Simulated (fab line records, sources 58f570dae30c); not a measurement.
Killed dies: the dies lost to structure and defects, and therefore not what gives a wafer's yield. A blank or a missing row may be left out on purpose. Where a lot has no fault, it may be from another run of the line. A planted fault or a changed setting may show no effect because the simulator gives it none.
The tool behind it: which one?    flow berkeleyCmos170    7 lots, 21 wafers sampled, at 2 steps of a route of 331

== WHAT THE GAUGES READ, wafer by wafer ==
UCB170_NWELL_TW_MEAS_16.
lot   measured     on            NWELL_TW
L164  day 2 19:26  filmMetro-03  1248 1253 1254
L170  day 3 19:10  filmMetro-02  1239 1245 1240
L172  day 4 08:01  filmMetro-04  1242 1244 1241
L174  day 4 21:17  filmMetro-04  1239 1236 1235
L176  day 5 06:50  filmMetro-04  1305 1306 1309
L181  day 6 02:23  filmMetro-04  1247 1241 1242
L184  day 6 23:21  filmMetro-02  1260 1262 1262

== EACH LOT AND THE TOOL THAT RAN IT (in order: tool; ch and the chambers of the sampled wafers; start) ==
lot   UCB170_NWELL_IMPLANT_14
L164  implanter-02 ch 0, day 2 19:11
L170  implanter-02 ch 0, day 3 18:55
L172  implanter-04 ch 0, day 4 07:46
L174  implanter-04 ch 0, day 4 21:02
L176  implanter-03 ch 0, day 5 06:35
L181  implanter-02 ch 0, day 6 02:08
L184  implanter-04 ch 0, day 6 23:07
- UCB170_NWELL_IMPLANT_14

== THE ANSWER, worked out from the rows above alone ==
Rule: the lots themselves supply what counts as usual. The widest of any qualifying gaps counts: lots, ordered by their means at a reading, are off when they make up no more than a third of the lots, leave a main group of 4 or more, and stand apart from it by 3 or more times the standard deviation of that group's means. If all means in a main group match to the digits the tables above print for the reading, that group is not used. A lot without any number at a reading at which 4 lots or more have one is off too. Where the step has rows for the other lots, those lots are counted as sound.
Off: L176, seen at UCB170_NWELL_TW_MEAS_16 (NWELL_TW). The main group has a mean of 1246 with a standard deviation of 8.1.
A tool fits if, at a process step before that reading, it ran every lot that is off, and no sound lot after the first of them. The gauges at UCB170_NWELL_TW_MEAS_16 are tried like those tools. One candidate fits, namely implanter-03 at UCB170_NWELL_IMPLANT_14. It ran no sound lot before its first lot that is off in this sample, so the start can't be narrowed down.

== WHAT THE SIMULATOR HAD INSERTED ==
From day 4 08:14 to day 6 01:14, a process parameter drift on implanter-03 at UCB170_NWELL_IMPLANT_14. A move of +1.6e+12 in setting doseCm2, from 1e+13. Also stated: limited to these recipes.
Lots struck among those shown: L176. Same finding as the rule above.
